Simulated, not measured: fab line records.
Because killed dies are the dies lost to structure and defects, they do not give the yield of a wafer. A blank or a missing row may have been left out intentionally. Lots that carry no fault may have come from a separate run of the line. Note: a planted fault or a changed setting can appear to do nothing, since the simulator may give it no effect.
fab line records :: flow berkeley_cmos170
record
  lots=5
  wafers=23
route steps=331 shown M3@321
start_h: hours from the record's first day to the start of the lot's first wafer shown :: wait_h: hours since the lot's step before :: " as in the row above :: L1.1+2: a single row standing in for several wafers :: - either no value or no given start :: * or withheld: withheld :: < > ~ a bound
route shown NAME@n: names a module that has steps shown in the file, with the first one's number in the route :: usual: mean/standard deviation taken from wafers without a fault :: same: alike in all rows :: chamber/n: place in a boat :: sites: per-site readings :: _std_site: standard deviation across them :: _edge_site: outer sites' mean less inner sites' :: radius_mm: how far each site lies from the wafer's centre :: mask NAME#n: copy n :: behind: the last tool/chamber to shape the wafer :: hold: why the lot went on hold/how many hours it stayed there/how the hold came to an end :: device: transistor that didn't switch, given as n, p or np :: end of line: the same wafers' tests at the end of the route :: step lacking rows: just its recipe :: killed: at the first sort, the dies lost to defects and structure; wafer yield is something else :: map: a wafer's dies, x killed, . not, _ none there
set.NAME: the setting the step ran with; set.NAME@STEP: the setting that earlier step ran with :: model.NAME: the simulator's own value behind a step, which no gauge read
lots where settings were altered on purpose, with a table for each step and a row for each wafer
## steps
# step UCB170_M3_EXPOSE_12
# recipe
  mask_id=METAL3
  target_cd_nm=700
  na=0.5
  sigma_outer=0.6
  source_shape=conventional
  dose_mj=26
lot.wafer: L074.1+3
tool: krf_scanner-02
chamber: 0
start_h: 169.10
wait_h: -
mask: METAL3#0
set.dose_mj: 24.2

lot.wafer: L074.2+4+6
tool: krf_scanner-02
chamber: 0
start_h: 169.10
wait_h: -
mask: METAL3#0
set.dose_mj: 26

lot.wafer: L076.1+2+3+4+5
tool: krf_scanner-02
chamber: 0
start_h: 169.57
wait_h: -
mask: METAL3#0
set.dose_mj: 26

lot.wafer: L075.1+2+4
tool: krf_scanner-02
chamber: 0
start_h: 169.68
wait_h: -
mask: METAL3#0
set.dose_mj: 26

lot.wafer: L077.1+3+4+5+6
tool: krf_scanner-01
chamber: 0
start_h: 182.13
wait_h: -
mask: METAL3#0
set.dose_mj: 26

lot.wafer: L079.1+4+6
tool: krf_scanner-02
chamber: 0
start_h: 202.69
wait_h: -
mask: METAL3#0
set.dose_mj: 26

lot.wafer: L079.2+5
tool: krf_scanner-02
chamber: 0
start_h: 202.69
wait_h: -
mask: METAL3#0
set.dose_mj: 24.63
# step UCB170_M3_PEB_13
# recipe
  peb_temp_c=130
  peb_time_s=withheld
  resist=KrF
# step UCB170_M3_DEVELOP_14
# recipe
  developer=TMAH
  develop_time_s=42.86
  resist=KrF
  dev_temp_c=21
lot.wafer: L074.1
tool: litho_track-04
chamber: 0
start_h: -
wait_h: -
set.dose_mj@M3_EXPOSE_12: 24.2
model.M3.cd_nm: 713

lot.wafer: L074.2
tool: litho_track-04
chamber: 0
start_h: -
wait_h: -
set.dose_mj@M3_EXPOSE_12: 26
model.M3.cd_nm: 699.7

lot.wafer: L074.3
tool: litho_track-04
chamber: 0
start_h: -
wait_h: -
set.dose_mj@M3_EXPOSE_12: 24.2
model.M3.cd_nm: 712.2

lot.wafer: L074.4
tool: litho_track-04
chamber: 0
start_h: -
wait_h: -
set.dose_mj@M3_EXPOSE_12: 26
model.M3.cd_nm: 700.5

lot.wafer: L074.6
tool: litho_track-04
chamber: 0
start_h: -
wait_h: -
set.dose_mj@M3_EXPOSE_12: 26
model.M3.cd_nm: 701.7

lot.wafer: L076.1
tool: litho_track-04
chamber: 0
start_h: -
wait_h: -
set.dose_mj@M3_EXPOSE_12: 26
model.M3.cd_nm: 700.2

lot.wafer: L076.2
tool: litho_track-04
chamber: 0
start_h: -
wait_h: -
set.dose_mj@M3_EXPOSE_12: 26
model.M3.cd_nm: 701

lot.wafer: L076.3
tool: litho_track-04
chamber: 0
start_h: -
wait_h: -
set.dose_mj@M3_EXPOSE_12: 26
model.M3.cd_nm: 701.5

lot.wafer: L076.4
tool: litho_track-04
chamber: 0
start_h: -
wait_h: -
set.dose_mj@M3_EXPOSE_12: 26
model.M3.cd_nm: 700.4

lot.wafer: L076.5
tool: litho_track-04
chamber: 0
start_h: -
wait_h: -
set.dose_mj@M3_EXPOSE_12: 26
model.M3.cd_nm: 702.6

lot.wafer: L075.1
tool: litho_track-04
chamber: 0
start_h: -
wait_h: -
set.dose_mj@M3_EXPOSE_12: 26
model.M3.cd_nm: 698.3

lot.wafer: L075.2
tool: litho_track-04
chamber: 0
start_h: -
wait_h: -
set.dose_mj@M3_EXPOSE_12: 26
model.M3.cd_nm: 697.8

lot.wafer: L075.4
tool: litho_track-04
chamber: 0
start_h: -
wait_h: -
set.dose_mj@M3_EXPOSE_12: 26
model.M3.cd_nm: 697.6

lot.wafer: L077.1
tool: litho_track-01
chamber: 0
start_h: -
wait_h: -
set.dose_mj@M3_EXPOSE_12: 26
model.M3.cd_nm: 699.9

lot.wafer: L077.3
tool: litho_track-01
chamber: 0
start_h: -
wait_h: -
set.dose_mj@M3_EXPOSE_12: 26
model.M3.cd_nm: 699.8

lot.wafer: L077.4
tool: litho_track-01
chamber: 0
start_h: -
wait_h: -
set.dose_mj@M3_EXPOSE_12: 26
model.M3.cd_nm: 697.9

lot.wafer: L077.5+6
tool: litho_track-01
chamber: 0
start_h: -
wait_h: -
set.dose_mj@M3_EXPOSE_12: 26
model.M3.cd_nm: 699.2

lot.wafer: L079.1
tool: litho_track-02
chamber: 0
start_h: -
wait_h: -
set.dose_mj@M3_EXPOSE_12: 26
model.M3.cd_nm: 702.3

lot.wafer: L079.2
tool: litho_track-02
chamber: 0
start_h: -
wait_h: -
set.dose_mj@M3_EXPOSE_12: 24.63
model.M3.cd_nm: 711.4

lot.wafer: L079.4
tool: litho_track-02
chamber: 0
start_h: -
wait_h: -
set.dose_mj@M3_EXPOSE_12: 26
model.M3.cd_nm: 702.5

lot.wafer: L079.5
tool: litho_track-02
chamber: 0
start_h: -
wait_h: -
set.dose_mj@M3_EXPOSE_12: 24.63
model.M3.cd_nm: 711.8

lot.wafer: L079.6
tool: litho_track-02
chamber: 0
start_h: -
wait_h: -
set.dose_mj@M3_EXPOSE_12: 26
model.M3.cd_nm: 701.1
# step UCB170_M3_CD_MEAS_15
# recipe
  target_cd_nm=700
# usual
  cd_nm=700.1/1.6
lot.wafer: L074.1
tool: cd_sem-02
chamber: -
start_h: 169.84
wait_h: -
set.dose_mj@M3_EXPOSE_12: 24.2
cd_nm: 713.2

lot.wafer: L074.2
tool: cd_sem-02
chamber: -
start_h: 169.84
wait_h: -
set.dose_mj@M3_EXPOSE_12: 26
cd_nm: 699.5

lot.wafer: L074.3
tool: cd_sem-02
chamber: -
start_h: 169.84
wait_h: -
set.dose_mj@M3_EXPOSE_12: 24.2
cd_nm: 712.0

lot.wafer: L074.4
tool: cd_sem-02
chamber: -
start_h: 169.84
wait_h: -
set.dose_mj@M3_EXPOSE_12: 26
cd_nm: 700.4

lot.wafer: L074.6
tool: cd_sem-02
chamber: -
start_h: 169.84
wait_h: -
set.dose_mj@M3_EXPOSE_12: 26
cd_nm: 701.8

lot.wafer: L076.1
tool: cd_sem-02
chamber: -
start_h: 170.12
wait_h: -
set.dose_mj@M3_EXPOSE_12: 26
cd_nm: 700.2

lot.wafer: L076.2
tool: cd_sem-02
chamber: -
start_h: 170.12
wait_h: -
set.dose_mj@M3_EXPOSE_12: 26
cd_nm: 701.4

lot.wafer: L076.3
tool: cd_sem-02
chamber: -
start_h: 170.12
wait_h: -
set.dose_mj@M3_EXPOSE_12: 26
cd_nm: 701.4

lot.wafer: L076.4
tool: cd_sem-02
chamber: -
start_h: 170.12
wait_h: -
set.dose_mj@M3_EXPOSE_12: 26
cd_nm: 700.3

lot.wafer: L076.5
tool: cd_sem-02
chamber: -
start_h: 170.12
wait_h: -
set.dose_mj@M3_EXPOSE_12: 26
cd_nm: 702.6

lot.wafer: L075.1
tool: cd_sem-01
chamber: -
start_h: 170.50
wait_h: -
set.dose_mj@M3_EXPOSE_12: 26
cd_nm: 698.4

lot.wafer: L075.2
tool: cd_sem-01
chamber: -
start_h: 170.50
wait_h: -
set.dose_mj@M3_EXPOSE_12: 26
cd_nm: 697.9

lot.wafer: L075.4
tool: cd_sem-01
chamber: -
start_h: 170.50
wait_h: -
set.dose_mj@M3_EXPOSE_12: 26
cd_nm: 697.8

lot.wafer: L077.1
tool: cd_sem-02
chamber: -
start_h: 182.52
wait_h: -
set.dose_mj@M3_EXPOSE_12: 26
cd_nm: 700.0

lot.wafer: L077.3
tool: cd_sem-02
chamber: -
start_h: 182.52
wait_h: -
set.dose_mj@M3_EXPOSE_12: 26
cd_nm: 700.1

lot.wafer: L077.4
tool: cd_sem-02
chamber: -
start_h: 182.52
wait_h: -
set.dose_mj@M3_EXPOSE_12: 26
cd_nm: 697.7

lot.wafer: L077.5
tool: cd_sem-02
chamber: -
start_h: 182.52
wait_h: -
set.dose_mj@M3_EXPOSE_12: 26
cd_nm: 699.0

lot.wafer: L077.6
tool: cd_sem-02
chamber: -
start_h: 182.52
wait_h: -
set.dose_mj@M3_EXPOSE_12: 26
cd_nm: 699.3

lot.wafer: L079.1
tool: cd_sem-02
chamber: -
start_h: 203.31
wait_h: -
set.dose_mj@M3_EXPOSE_12: 26
cd_nm: 702.5

lot.wafer: L079.2
tool: cd_sem-02
chamber: -
start_h: 203.31
wait_h: -
set.dose_mj@M3_EXPOSE_12: 24.63
cd_nm: 711.0

lot.wafer: L079.4
tool: cd_sem-02
chamber: -
start_h: 203.31
wait_h: -
set.dose_mj@M3_EXPOSE_12: 26
cd_nm: 702.8

lot.wafer: L079.5
tool: cd_sem-02
chamber: -
start_h: 203.31
wait_h: -
set.dose_mj@M3_EXPOSE_12: 24.63
cd_nm: 712.2

lot.wafer: L079.6
tool: cd_sem-02
chamber: -
start_h: 203.31
wait_h: -
set.dose_mj@M3_EXPOSE_12: 26
cd_nm: 700.9
# step UCB170_M3_ETCH_17
# recipe
  chemistry=N2/H2
  target_depth_a=withheld
  overetch_a=withheld
  target=BARC
  time_s=withheld
  source_w=518.7
  bias_w=100
  pressure_mtorr=30
  n2_flow_sccm=100
  h2_flow_sccm=200
lot.wafer: L074.1
tool: rie_diel-01
chamber: 0
start_h: 170.00
wait_h: 0.0
set.dose_mj@M3_EXPOSE_12: 24.2
model.M3.cd_nm: 711.5

lot.wafer: L074.2
tool: rie_diel-01
chamber: 1
start_h: 170.00
wait_h: 0.0
set.dose_mj@M3_EXPOSE_12: 26
model.M3.cd_nm: 699.4

lot.wafer: L074.3
tool: rie_diel-01
chamber: 3
start_h: 170.00
wait_h: 0.0
set.dose_mj@M3_EXPOSE_12: 24.2
model.M3.cd_nm: 711.1

lot.wafer: L074.4
tool: rie_diel-01
chamber: 2
start_h: 170.00
wait_h: 0.0
set.dose_mj@M3_EXPOSE_12: 26
model.M3.cd_nm: 699.6

lot.wafer: L074.6
tool: rie_diel-01
chamber: 2
start_h: 170.00
wait_h: 0.0
set.dose_mj@M3_EXPOSE_12: 26
model.M3.cd_nm: 700

lot.wafer: L076.1
tool: rie_diel-02
chamber: 3
start_h: 170.27
wait_h: 0.0
set.dose_mj@M3_EXPOSE_12: 26
model.M3.cd_nm: 699.9

lot.wafer: L076.2
tool: rie_diel-02
chamber: 2
start_h: 170.27
wait_h: 0.0
set.dose_mj@M3_EXPOSE_12: 26
model.M3.cd_nm: 699.8

lot.wafer: L076.3
tool: rie_diel-02
chamber: 0
start_h: 170.27
wait_h: 0.0
set.dose_mj@M3_EXPOSE_12: 26
model.M3.cd_nm: 700.2

lot.wafer: L076.4
tool: rie_diel-02
chamber: 1
start_h: 170.27
wait_h: 0.0
set.dose_mj@M3_EXPOSE_12: 26
model.M3.cd_nm: 699.2

lot.wafer: L076.5
tool: rie_diel-02
chamber: 0
start_h: 170.27
wait_h: 0.0
set.dose_mj@M3_EXPOSE_12: 26
model.M3.cd_nm: 701.4

lot.wafer: L075.1
tool: rie_diel-03
chamber: 1
start_h: 170.65
wait_h: 0.0
set.dose_mj@M3_EXPOSE_12: 26
model.M3.cd_nm: 697.8

lot.wafer: L075.2
tool: rie_diel-03
chamber: 0
start_h: 170.65
wait_h: 0.0
set.dose_mj@M3_EXPOSE_12: 26
model.M3.cd_nm: 697

lot.wafer: L075.4
tool: rie_diel-03
chamber: 3
start_h: 170.65
wait_h: 0.0
set.dose_mj@M3_EXPOSE_12: 26
model.M3.cd_nm: 697.7

lot.wafer: L077.1
tool: rie_diel-02
chamber: 0
start_h: 182.68
wait_h: 0.0
set.dose_mj@M3_EXPOSE_12: 26
model.M3.cd_nm: 698.4

lot.wafer: L077.3+6
tool: rie_diel-02
chamber: 2,3
start_h: 182.68
wait_h: 0.0
set.dose_mj@M3_EXPOSE_12: 26
model.M3.cd_nm: 698.7

lot.wafer: L077.4
tool: rie_diel-02
chamber: 1
start_h: 182.68
wait_h: 0.0
set.dose_mj@M3_EXPOSE_12: 26
model.M3.cd_nm: 697

lot.wafer: L077.5
tool: rie_diel-02
chamber: 2
start_h: 182.68
wait_h: 0.0
set.dose_mj@M3_EXPOSE_12: 26
model.M3.cd_nm: 698.1

lot.wafer: L079.1+4
tool: rie_diel-01
chamber: 0
start_h: 203.46
wait_h: 0.0
set.dose_mj@M3_EXPOSE_12: 26
model.M3.cd_nm: 701.9

lot.wafer: L079.2
tool: rie_diel-01
chamber: 3
start_h: 203.46
wait_h: 0.0
set.dose_mj@M3_EXPOSE_12: 24.63
model.M3.cd_nm: 710

lot.wafer: L079.5
tool: rie_diel-01
chamber: 3
start_h: 203.46
wait_h: 0.0
set.dose_mj@M3_EXPOSE_12: 24.63
model.M3.cd_nm: 710.7

lot.wafer: L079.6
tool: rie_diel-01
chamber: 2
start_h: 203.46
wait_h: 0.0
set.dose_mj@M3_EXPOSE_12: 26
model.M3.cd_nm: 700
# step UCB170_M3_METAL_ETCH_18
# recipe
  chemistry=Cl2/BCl3
  target=Al
  stop_on=SiO2
  pressure_mtorr=12
  target_depth_a=11700
  over_etch_frac=0.3
  time_s=195
  icp_w=600
  bias_w=120
  Cl2_flow_sccm=90
  bcl3_flow_sccm=45
lot.wafer: L074.1
tool: rie_metal-04
chamber: 1
start_h: 170.04
wait_h: -
set.time_s@M3_SPUTTER_01: 120
set.dose_mj@M3_EXPOSE_12: 24.2
model.M3.cd_nm: 712.4
model.M3.feature_depth_nm: 939.6
model.etch.depth_nm: 880.8

lot.wafer: L074.2
tool: rie_metal-04
chamber: 0
start_h: 170.04
wait_h: -
set.time_s@M3_SPUTTER_01: 124.5
set.dose_mj@M3_EXPOSE_12: 26
model.M3.cd_nm: 700.7
model.M3.feature_depth_nm: 982.8
model.etch.depth_nm: 929.1

lot.wafer: L074.3
tool: rie_metal-04
chamber: 1
start_h: 170.04
wait_h: -
set.time_s@M3_SPUTTER_01: 120
set.dose_mj@M3_EXPOSE_12: 24.2
model.M3.cd_nm: 712.1
model.M3.feature_depth_nm: 938.7
model.etch.depth_nm: 879.9

lot.wafer: L074.4
tool: rie_metal-04
chamber: 0
start_h: 170.04
wait_h: -
set.time_s@M3_SPUTTER_01: 120
set.dose_mj@M3_EXPOSE_12: 26
model.M3.cd_nm: 701.7
model.M3.feature_depth_nm: 954
model.etch.depth_nm: 900.5

lot.wafer: L074.6
tool: rie_metal-04
chamber: 0
start_h: 170.04
wait_h: -
set.time_s@M3_SPUTTER_01: 124.5
set.dose_mj@M3_EXPOSE_12: 26
model.M3.cd_nm: 702.2
model.M3.feature_depth_nm: 985.1
model.etch.depth_nm: 931.7

lot.wafer: L076.1
tool: rie_metal-03
chamber: 1
start_h: 170.31
wait_h: -
set.time_s@M3_SPUTTER_01: 115.2
set.dose_mj@M3_EXPOSE_12: 26
model.M3.cd_nm: 698.1
model.M3.feature_depth_nm: 927
model.etch.depth_nm: 871.9

lot.wafer: L076.2
tool: rie_metal-03
chamber: 0
start_h: 170.31
wait_h: -
set.time_s@M3_SPUTTER_01: 115.2
set.dose_mj@M3_EXPOSE_12: 26
model.M3.cd_nm: 699.1
model.M3.feature_depth_nm: 916.5
model.etch.depth_nm: 860.9

lot.wafer: L076.3
tool: rie_metal-03
chamber: 1
start_h: 170.31
wait_h: -
set.time_s@M3_SPUTTER_01: 120
set.dose_mj@M3_EXPOSE_12: 26
model.M3.cd_nm: 701.5
model.M3.feature_depth_nm: 953.3
model.etch.depth_nm: 898.6

lot.wafer: L076.4
tool: rie_metal-03
chamber: 0
start_h: 170.31
wait_h: -
set.time_s@M3_SPUTTER_01: 120
set.dose_mj@M3_EXPOSE_12: 26
model.M3.cd_nm: 697.8
model.M3.feature_depth_nm: 945.3
model.etch.depth_nm: 889.7

lot.wafer: L076.5
tool: rie_metal-03
chamber: 0
start_h: 170.31
wait_h: -
set.time_s@M3_SPUTTER_01: 120
set.dose_mj@M3_EXPOSE_12: 26
model.M3.cd_nm: 698.9
model.M3.feature_depth_nm: 959.8
model.etch.depth_nm: 903.6

lot.wafer: L075.1
tool: rie_metal-01
chamber: 1
start_h: 170.69
wait_h: -
set.time_s@M3_SPUTTER_01: 120
set.dose_mj@M3_EXPOSE_12: 26
model.M3.cd_nm: 692.9
model.M3.feature_depth_nm: 970.6
model.etch.depth_nm: 911.6

lot.wafer: L075.2
tool: rie_metal-01
chamber: 0
start_h: 170.69
wait_h: -
set.time_s@M3_SPUTTER_01: 120
set.dose_mj@M3_EXPOSE_12: 26
model.M3.cd_nm: 694
model.M3.feature_depth_nm: 955.8
model.etch.depth_nm: 898.4

lot.wafer: L075.4
tool: rie_metal-01
chamber: 1
start_h: 170.69
wait_h: -
set.time_s@M3_SPUTTER_01: 120
set.dose_mj@M3_EXPOSE_12: 26
model.M3.cd_nm: 695.4
model.M3.feature_depth_nm: 951.3
model.etch.depth_nm: 892.1

lot.wafer: L077.1
tool: rie_metal-01
chamber: 1
start_h: 182.72
wait_h: -
set.time_s@M3_SPUTTER_01: 126.7
set.dose_mj@M3_EXPOSE_12: 26
model.M3.cd_nm: 696.9
model.M3.feature_depth_nm: -
model.etch.depth_nm: -

lot.wafer: L077.3
tool: rie_metal-01
chamber: 1
start_h: 182.72
wait_h: -
set.time_s@M3_SPUTTER_01: 120
set.dose_mj@M3_EXPOSE_12: 26
model.M3.cd_nm: 695.2
model.M3.feature_depth_nm: 961.5
model.etch.depth_nm: 902.5

lot.wafer: L077.4
tool: rie_metal-01
chamber: 1
start_h: 182.72
wait_h: -
set.time_s@M3_SPUTTER_01: 126.7
set.dose_mj@M3_EXPOSE_12: 26
model.M3.cd_nm: 694.5
model.M3.feature_depth_nm: -
model.etch.depth_nm: -

lot.wafer: L077.5
tool: rie_metal-01
chamber: 1
start_h: 182.72
wait_h: -
set.time_s@M3_SPUTTER_01: 120
set.dose_mj@M3_EXPOSE_12: 26
model.M3.cd_nm: 695.1
model.M3.feature_depth_nm: 961.4
model.etch.depth_nm: 902.5

lot.wafer: L077.6
tool: rie_metal-01
chamber: 1
start_h: 182.72
wait_h: -
set.time_s@M3_SPUTTER_01: 126.7
set.dose_mj@M3_EXPOSE_12: 26
model.M3.cd_nm: 697.2
model.M3.feature_depth_nm: -
model.etch.depth_nm: -

lot.wafer: L079.1
tool: rie_metal-04
chamber: 0
start_h: 203.51
wait_h: -
set.time_s@M3_SPUTTER_01: 120
set.dose_mj@M3_EXPOSE_12: 26
model.M3.cd_nm: 701.7
model.M3.feature_depth_nm: 955.1
model.etch.depth_nm: 902.3

lot.wafer: L079.2
tool: rie_metal-04
chamber: 0
start_h: 203.51
wait_h: -
set.time_s@M3_SPUTTER_01: 120
set.dose_mj@M3_EXPOSE_12: 24.63
model.M3.cd_nm: 707.3
model.M3.feature_depth_nm: 957.8
model.etch.depth_nm: 905

lot.wafer: L079.4
tool: rie_metal-04
chamber: 0
start_h: 203.51
wait_h: -
set.time_s@M3_SPUTTER_01: 120
set.dose_mj@M3_EXPOSE_12: 26
model.M3.cd_nm: 698.3
model.M3.feature_depth_nm: 968.6
model.etch.depth_nm: 915.4

lot.wafer: L079.5
tool: rie_metal-04
chamber: 0
start_h: 203.51
wait_h: -
set.time_s@M3_SPUTTER_01: 120
set.dose_mj@M3_EXPOSE_12: 24.63
model.M3.cd_nm: 707.1
model.M3.feature_depth_nm: 964.9
model.etch.depth_nm: 912.2

lot.wafer: L079.6
tool: rie_metal-04
chamber: 0
start_h: 203.51
wait_h: -
set.time_s@M3_SPUTTER_01: 120
set.dose_mj@M3_EXPOSE_12: 26
model.M3.cd_nm: 696.2
model.M3.feature_depth_nm: 960.7
model.etch.depth_nm: 907.8
# step UCB170_M3_STRIP_19
# recipe
  chemistry=O2
  power_w=400
  pressure_mtorr=3500
  platen_temp_c=withheld
  o2_flow_sccm=400
  overash_fraction=0.5
# step UCB170_M3_CD_MEAS_90
# recipe
  target_cd_nm=700
# usual
  cd_nm=698/3.1
lot.wafer: L074.1
tool: cd_sem-02
chamber: -
start_h: 170.33
wait_h: 0.1
set.dose_mj@M3_EXPOSE_12: 24.2
cd_nm: 712

lot.wafer: L074.2
tool: cd_sem-02
chamber: -
start_h: 170.33
wait_h: 0.1
set.dose_mj@M3_EXPOSE_12: 26
cd_nm: 701

lot.wafer: L074.3
tool: cd_sem-02
chamber: -
start_h: 170.33
wait_h: 0.1
set.dose_mj@M3_EXPOSE_12: 24.2
cd_nm: 712

lot.wafer: L074.4
tool: cd_sem-02
chamber: -
start_h: 170.33
wait_h: 0.1
set.dose_mj@M3_EXPOSE_12: 26
cd_nm: 702

lot.wafer: L074.6
tool: cd_sem-02
chamber: -
start_h: 170.33
wait_h: 0.1
set.dose_mj@M3_EXPOSE_12: 26
cd_nm: 702

lot.wafer: L076.1
tool: cd_sem-02
chamber: -
start_h: 170.60
wait_h: 0.1
set.dose_mj@M3_EXPOSE_12: 26
cd_nm: 698

lot.wafer: L076.2
tool: cd_sem-02
chamber: -
start_h: 170.60
wait_h: 0.1
set.dose_mj@M3_EXPOSE_12: 26
cd_nm: 699

lot.wafer: L076.3
tool: cd_sem-02
chamber: -
start_h: 170.60
wait_h: 0.1
set.dose_mj@M3_EXPOSE_12: 26
cd_nm: 702

lot.wafer: L076.4
tool: cd_sem-02
chamber: -
start_h: 170.60
wait_h: 0.1
set.dose_mj@M3_EXPOSE_12: 26
cd_nm: 698

lot.wafer: L076.5
tool: cd_sem-02
chamber: -
start_h: 170.60
wait_h: 0.1
set.dose_mj@M3_EXPOSE_12: 26
cd_nm: 699

lot.wafer: L075.1
tool: cd_sem-02
chamber: -
start_h: 170.98
wait_h: 0.1
set.dose_mj@M3_EXPOSE_12: 26
cd_nm: 693

lot.wafer: L075.2
tool: cd_sem-02
chamber: -
start_h: 170.98
wait_h: 0.1
set.dose_mj@M3_EXPOSE_12: 26
cd_nm: 694

lot.wafer: L075.4
tool: cd_sem-02
chamber: -
start_h: 170.98
wait_h: 0.1
set.dose_mj@M3_EXPOSE_12: 26
cd_nm: 695

lot.wafer: L077.1
tool: cd_sem-02
chamber: -
start_h: 183.20
wait_h: 0.1
set.dose_mj@M3_EXPOSE_12: 26
cd_nm: 697

lot.wafer: L077.3
tool: cd_sem-02
chamber: -
start_h: 183.20
wait_h: 0.1
set.dose_mj@M3_EXPOSE_12: 26
cd_nm: 695

lot.wafer: L077.4
tool: cd_sem-02
chamber: -
start_h: 183.20
wait_h: 0.1
set.dose_mj@M3_EXPOSE_12: 26
cd_nm: 695

lot.wafer: L077.5
tool: cd_sem-02
chamber: -
start_h: 183.20
wait_h: 0.1
set.dose_mj@M3_EXPOSE_12: 26
cd_nm: 695

lot.wafer: L077.6
tool: cd_sem-02
chamber: -
start_h: 183.20
wait_h: 0.1
set.dose_mj@M3_EXPOSE_12: 26
cd_nm: 697

lot.wafer: L079.1
tool: cd_sem-02
chamber: -
start_h: 203.98
wait_h: 0.1
set.dose_mj@M3_EXPOSE_12: 26
cd_nm: 701

lot.wafer: L079.2
tool: cd_sem-02
chamber: -
start_h: 203.98
wait_h: 0.1
set.dose_mj@M3_EXPOSE_12: 24.63
cd_nm: 707

lot.wafer: L079.4
tool: cd_sem-02
chamber: -
start_h: 203.98
wait_h: 0.1
set.dose_mj@M3_EXPOSE_12: 26
cd_nm: 698

lot.wafer: L079.5
tool: cd_sem-02
chamber: -
start_h: 203.98
wait_h: 0.1
set.dose_mj@M3_EXPOSE_12: 24.63
cd_nm: 707

lot.wafer: L079.6
tool: cd_sem-02
chamber: -
start_h: 203.98
wait_h: 0.1
set.dose_mj@M3_EXPOSE_12: 26
cd_nm: 696
## key
split
  step=UCB170_M3_EXPOSE_12
  setting=dose_mj
  stated=26
  by=wafer
response
  step=UCB170_M3_DEVELOP_14
  reading=model.M3.cd_nm
  change=-1.76
  per=1%
  r=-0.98
response
  step=UCB170_M3_CD_MEAS_15
  reading=cd_nm
  change=-1.76
  per=1%
  r=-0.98
response
  step=UCB170_M3_ETCH_17
  reading=model.M3.cd_nm
  change=-1.7
  per=1%
  r=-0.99
response
  step=UCB170_M3_METAL_ETCH_18
  reading=model.M3.cd_nm
  change=-1.57
  per=1%
  r=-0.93
response
  step=UCB170_M3_CD_MEAS_90
  reading=cd_nm
  change=-1.58
  per=1%
  r=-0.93
split outside_this_file step=UCB170_M3_SPUTTER_01 setting=time_s
# split outside_this_file: this setting was split too, and the file shows its column; the key of that split is in another file
